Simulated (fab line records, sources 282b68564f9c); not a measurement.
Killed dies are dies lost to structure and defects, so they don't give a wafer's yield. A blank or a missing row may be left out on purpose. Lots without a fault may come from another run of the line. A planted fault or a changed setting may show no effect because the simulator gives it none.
Problem report in the 8D (eight disciplines) form, filled by code | flow rit_cmos | the parts of the form that need people (team, actions taken, sign-off) are left out

1. THE PROBLEM
oes_product_au at RIT_GATE_ETCH_19 reads a mean of 0.659 a.u. on 1 wafer of 1 lot; wafers without a fault read 0.854 a.u. with a standard deviation of 0.017. That is -11 standard deviations from the usual mean.
The step: etches poly-Si in SF6/CHF3/O2, stops on SiO2, time 165 s, target depth 312.5 nm.
First seen on wafer L149.1, day 6 03:18, on rie_si-01. The record holds 15 wafers of 5 lots with a number at this step. Rule for "out", or "out of limits": more than 4 standard deviations from the usual mean. The other wafers with a number count as sound.

2. WHAT IT IS AND WHAT IT IS NOT
question                    | is               | is not
which readings at this step | oes_product_au   | CHF3_flow_sccm, chamber_pressure_mTorr, drypump_motor_current_A, throttle_valve_pct
which lots                  | L149             | L138, L146, L148, L150
which wafers of those lots  | L149.1           | L149.2, L149.3
read on which tools         | rie_si-01        | rie_si-02
when                        | from day 6 03:18 | up to then (11 sound wafers); but 3 sound wafers of L150 came after

3. SUSPECTS, AND WHAT RULES EACH OUT
Counting: a tool at a process step up to the reading stays a suspect if it ran every lot that is out. Sound lots after the first of them don't rule it out here, since some wafers of a struck lot are sound.
- rie_si-01 at RIT_GATE_ETCH_19 (etches poly-Si in SF6/CHF3/O2, stops on SiO2, time 165 s, target depth 312.5 nm): kept. It ran the lot that is out, L149 (day 6 03:18); its last sound lot up to then is L138 (day 3 23:43). Its own readings are out on those wafers: oes_product_au.
- Within rie_si-01 at RIT_GATE_ETCH_19: the wafers that are out ran in chamber 1; their sound lot-mates ran in chambers 0, 2.
Left after counting: rie_si-01 at RIT_GATE_ETCH_19.

4. THE CAUSE (what the simulator had put in)
Process parameter drift: rie_si-01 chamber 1, from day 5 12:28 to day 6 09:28, at RIT_GATE_ETCH_19. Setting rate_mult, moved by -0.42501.
Counting left only this tool.

5. THE CHAIN OF EFFECTS, in route order
Each row: a reading whose mean over the struck wafers that have a number lies more than 3 standard deviations from the usual. Only readings for which the record gives a usual standard deviation are gone through. hours: the time from each lot's start at the first step in this table that gives one to its start at this step, as a median over the lots. sigmas: the change in usual standard deviations.
hours | step             | reading        | usual      | on struck wafers | change | sigmas
0     | RIT_GATE_ETCH_19 | oes_product_au | 0.854 a.u. | 0.659            | -0.195 | -11
The process steps in it:
- RIT_GATE_ETCH_19: etches poly-Si in SF6/CHF3/O2, stops on SiO2, time 165 s, target depth 312.5 nm.

6. WHAT WOULD HAVE CAUGHT IT SOONER
In this record the first reading out of limits was taken at day 6 03:18, 15 hours after the fault began at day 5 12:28.
